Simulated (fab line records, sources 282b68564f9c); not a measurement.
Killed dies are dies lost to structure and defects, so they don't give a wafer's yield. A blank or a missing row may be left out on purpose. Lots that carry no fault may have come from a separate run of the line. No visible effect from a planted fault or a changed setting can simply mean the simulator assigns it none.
Comparing a struck lot with a sound one / flow rit cmos / 17 steps out of a route of 202
Sound: the wafers L646.3, L646.5, L646.6. Wafers L651.1, L651.3, L651.6 were the ones struck. The cause is named last.
At each step with rows: each side's tool, then ch and its chambers, then its first start. Under that, the readings that differ: sound wafers / struck wafers / difference of the means / sigmas: that difference in standard deviations of wafers without a fault.
alike: same words and numbers on both sides, and readings whose means sit less than 2 such deviations apart. not compared: any withheld reading, any reading some wafer has no value for, any bound like >300 that may hide the same value, and any number with overlapping values for which the record gives no deviation.
A row with sigmas, a row that says differs or no value, or rows on one side alone: a step with any of these is where the two part. When numbers do not overlap yet have no deviation, they are printed without sigmas and do not part them. Lack of a reading on every wafer of one side parts them only where that side has two or more wafers.

RIT_PWELL_TW_MEAS_10:
  sound: film metro-01 at day 3 09:28; struck: film metro-03 at day 4 10:50
  alike: PWELL_TW
then, 1 step without rows for these wafers: RIT_WELLDRIVE_ANNEAL_00 (time 14700 s).
RIT_WELLDRIVE_RS_MEAS_01: uses a four-point probe to measure.
  sound: film metro-01 at day 3 14:37; struck: film metro-04 at day 4 15:59
  alike: NWELL_RS
RIT_WELLDRIVE_RS_MEAS_02: uses a four-point probe to measure.
  sound: film metro-01 at day 3 14:44; struck: film metro-04 at day 4 16:07
  alike: PWELL_RS
then, 6 steps without rows for these wafers: RIT_NRETRO_HMDS_00 (prime time 60 s); RIT_NRETRO_COAT_01 (resist thk 1300 nm); RIT_NRETRO_SOFTBAKE_02 (time 60 s); RIT_NRETRO_EXPOSE_03 (exposes mask M4, target cd 43900 nm); RIT_NRETRO_PEB_04; RIT_NRETRO_DEVELOP_05 (develop time 68 s).
RIT_NRETRO_OVL_MEAS_06:
  sound: overlay-02 at day 3 15:50; struck: overlay-01 at day 4 17:07
reading=NRETRO_OVL (nm); sound=0.4 -0.6 -0.9; struck=3.1 -0.1 3.7; difference=+2.6; sigmas=+2
then, 1 step without rows for these wafers: RIT_NRETRO_HARDBAKE_07 (time 120 s).
RIT_NRETRO_IMPLANT_08:
  sound on implanter-01 ch 0, day 3 16:10; struck on implanter-02 ch 0, day 4 17:23
reading=implant ion amu; sound=31 31 31; struck=75 75 75; difference=+44; sigmas=
reading=model.implant.rp nm (nm); sound=86.42 86.42 86.42; struck=42.64 42.64 42.64; difference=-43.78; sigmas=
reading=model.implant.drp nm (nm); sound=33.94 33.94 33.94; struck=18.17 18.17 18.17; difference=-15.77; sigmas=
RIT_NRETRO_STRIP_09: strips in O2, time 180 s.
  sound on plasma asher-01 ch 0,1, day 3 16:19; struck on plasma asher-01 ch 1, day 4 17:32
  alike: drypump motor current A, o2 flow sccm
  not compared: rf hours counter h
RIT_NRETRO_TW_MEAS_10:
  sound: film metro-04 at day 3 16:28; struck: film metro-02 at day 4 17:43
reading=NRETRO_TW; sound=1054 1058 1057; struck=1430 1423 1426; difference=+370; sigmas=+50
then, 1 step without rows for these wafers: RIT_PRETRO_HMDS_00 (prime time 60 s).
RIT_M1_PROBE_99:
  sound: prober-02 at day 4 19:29; struck: prober-01 at day 5 20:38
  alike: killed at front end, killed dies, killed open, killed short

## WHERE THEY PART
At RIT_NRETRO_OVL_MEAS_06 first; at RIT_NRETRO_TW_MEAS_10 last (within this record only). Later steps at which nothing parts them and some readings are alike: RIT_M1_PROBE_99.

WHY: the cause the simulator had injected
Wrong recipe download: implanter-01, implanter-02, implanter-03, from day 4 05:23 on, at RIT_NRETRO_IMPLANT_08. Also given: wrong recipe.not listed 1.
